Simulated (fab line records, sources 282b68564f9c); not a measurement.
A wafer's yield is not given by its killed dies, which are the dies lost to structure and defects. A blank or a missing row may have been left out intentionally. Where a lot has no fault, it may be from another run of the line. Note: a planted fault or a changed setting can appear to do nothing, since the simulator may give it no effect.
Split-lot experiment    flow rit cmos    5 lots, 23 wafers read, on a route of 202 steps

== ABOUT THE SPLIT ==
At RIT_NRETRO_IMPLANT_08, the setting energy kev was moved away from the recipe's 70 on 8 of the 23 wafers read, by -4.9% to +3.8%. For the rest of the wafers, this setting stayed at what the recipe calls for.

Reading taken at the split's own step.

== THE READING ==
The simulator's own value implant.drp nm, read by no gauge, in nm at RIT_NRETRO_IMPLANT_08. No usual value for it is given in the file.

wafer   tool, chamber at the split  energy kev as run  against the recipe  implant.drp nm, nm  against lot-mates on the recipe
L078.1  implanter-01, 0             70                 recipe              33.94               -
L078.5  implanter-01, 0             70                 recipe              33.94               -
L078.6  implanter-01, 0             70                 recipe              33.94               -
L078.2  implanter-01, 0             66.9               -4.4%               32.65               -1.29
L078.3  implanter-01, 0             66.9               -4.4%               32.65               -1.29
L079.1  implanter-03, 0             70                 recipe              33.94               -
L079.5  implanter-03, 0             70                 recipe              33.94               -
L079.6  implanter-03, 0             70                 recipe              33.94               -
L079.2  implanter-03, 0             66.6               -4.9%               32.53               -1.41
L079.4  implanter-03, 0             66.6               -4.9%               32.53               -1.41
L080.1  implanter-01, 0             72.65              +3.8%               35.02               +1.08
L080.5  implanter-01, 0             72.65              +3.8%               35.02               +1.08
L080.2  implanter-01, 0             70                 recipe              33.94               -
L080.3  implanter-01, 0             70                 recipe              33.94               -
L080.4  implanter-01, 0             70                 recipe              33.94               -
L083.1  implanter-03, 0             70                 recipe              33.94               -
L083.2  implanter-03, 0             70                 recipe              33.94               -
L083.6  implanter-03, 0             70                 recipe              33.94               -
L083.3  implanter-03, 0             67                 -4.3%               32.69               -1.25
L083.4  implanter-03, 0             67                 -4.3%               32.69               -1.25
L084.1  implanter-01, 0             70                 recipe              33.94               -
L084.4  implanter-01, 0             70                 recipe              33.94               -
L084.6  implanter-01, 0             70                 recipe              33.94               -

THE FIT
A straight line over all 23 wafers: implant.drp nm changes by +0.29 nm for each +1% of energy kev; r = +1.00; the points scatter about the line by 0.0053 nm.
The same after taking each lot's own level away (the mean of its wafers on the recipe; 23 wafers): +0.29 nm for each +1%; r = +1.00; scatter 0.0053 nm.
On that fit, the largest move of energy kev shifts the reading by 1.4 nm.
The lots' own levels span 33.940 to 33.940 nm.
Hence the lot-to-lot level has little effect on the slope; both slopes agree.
Check: with one of the wafers moved furthest among these (-4.9%) left out of the fit, the line predicts -1.41 nm for it against its lot-mates. It came out at -1.41 nm against them.

== ADDITIONAL SPLITS CARRIED BY THESE WAFERS ==
Other splits were also applied to these wafers ahead of the reading. Each is held against what the fit with the lots' levels taken away leaves over:
other split on the same wafers    wafers away from the commonest value  r with implant.drp nm (lot level and that fit taken away)
RIT_ACTIVE_COAT_06 resist thk nm  7                                     -0.14
RIT_ACTIVE_EXPOSE_08 dose mj      5                                     +0.09
RIT_FOX1_OXIDATION_00 temp c      15                                    +0.31
RIT_NWELL_COAT_01 spin rpm        10                                    -0.08
RIT_NWELL_IMPLANT_08 dose cm2     11                                    +0.05
RIT_PWELL_HARDBAKE_07 temp c      6                                     +0.10
RIT_NRETRO_COAT_01 spin rpm       5                                     -0.09

== THE WHOLE CHAIN: every reading that the file lists as answering this split, in the file's order ==
step                   what it does  reading                                                          change (the file's fit)                r (the file's)
RIT_NRETRO_IMPLANT_08                implant.rp nm (the simulator's own value, which no gauge read)   +0.881 nm for each +1% of the setting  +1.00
RIT_NRETRO_IMPLANT_08                implant.drp nm (the simulator's own value, which no gauge read)  +0.289 nm for each +1% of the setting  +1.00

== THE FILE'S OWN FIT ==
implant.drp nm changes by +0.289 nm for each +1% of energy kev, r = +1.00.
